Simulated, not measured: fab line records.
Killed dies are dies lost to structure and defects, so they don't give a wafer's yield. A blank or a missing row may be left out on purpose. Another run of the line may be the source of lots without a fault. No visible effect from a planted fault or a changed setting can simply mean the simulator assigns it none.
The same fault as seen by 2 desks    flow berkeley-cmos170    each desk has only its own numbers; what lay behind them comes last

## THE METROLOGY DESK
What the gauges read, lot by lot, whatever tool the lot ran on: means of the sampled wafers that have a number. The brackets show how far a lot's mean lies from the usual mean; more than 4 standard deviations puts the lot out of limits, marked OUT.
Columns: A = cd-nm at UCB170_CONTACT_CD_MEAS_90, usual 700.6 nm
lot   first seen here  A
L920  day 7 00:00      699.3
L921  day 7 01:56      699.9
L923  day 7 13:16      701.1
L922  day 7 13:32      701.9
L924  day 7 22:37      699.3
L928  day 8 20:27      700.6
L931  day 9 07:41      704.3
L936  day 10 01:19     700.5
L932  day 10 01:36     699.2
L935  day 10 01:47     702.6
L934  day 10 01:53     699.5
L938  day 10 12:35     701.5
L942  day 11 11:38     700.3
L940  day 11 11:54     700.6
This desk's verdict: no lot among the 14 shows anything out of limits.

## DESK OF THE TOOL OWNER: litho-track-02
The tool's own readings at UCB170_PLDD_COAT_01 (resist thk 900 nm): means of the sampled wafers that have a number, for each lot that ran on this tool. The brackets show how far a lot's mean lies from the usual mean; more than 4 standard deviations puts the lot out of limits, marked OUT.
Columns: A = chill-plate-temp-C at UCB170_PLDD_COAT_01, usual 23.01 C; B = resist-line-temp-C at UCB170_PLDD_COAT_01, usual 22.99 C; C = spin-speed-rpm at UCB170_PLDD_COAT_01, usual 1500.2 rpm
lot   first seen here  A      B      C
L920  day 6 06:27      23.14  22.95  1500.6
L922  day 6 20:37      23.03  23.03  1501.4
L924  day 7 03:12      23.08  23.02  1500.6
L928  day 7 23:25      22.93  22.97  1501.5
L932  day 9 03:32      23.14  22.98  1590.1 (+93) OUT
L934  day 9 03:59      23.08  22.91  1589.6 (+92) OUT
This desk's finding: out of limits on L932, L934; first on L932, day 9 03:32 (spin-speed-rpm at UCB170_PLDD_COAT_01). L920, L922, L924, L928 stayed within limits.

## ALL TOGETHER
An alarm could have come from the tool owner's desk at day 9 03:32, on L932, L934.
At the metrology desk, nothing out of limits was observed.
The metrology desk holds a record of L932, L934, inside its limits.
Of the lots named, all ran UCB170_PLDD_COAT_01 on litho-track-02.

## WHAT HAD BEEN PUT IN BY THE SIMULATOR
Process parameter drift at UCB170_PLDD_COAT_01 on litho-track-02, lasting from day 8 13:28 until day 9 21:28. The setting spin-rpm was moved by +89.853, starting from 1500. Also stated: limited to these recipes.
Shown lots that were struck: L932, L934.
Delay in hours, fault start to first out-of-limits reading, by desk: the tool owner's desk at 14.
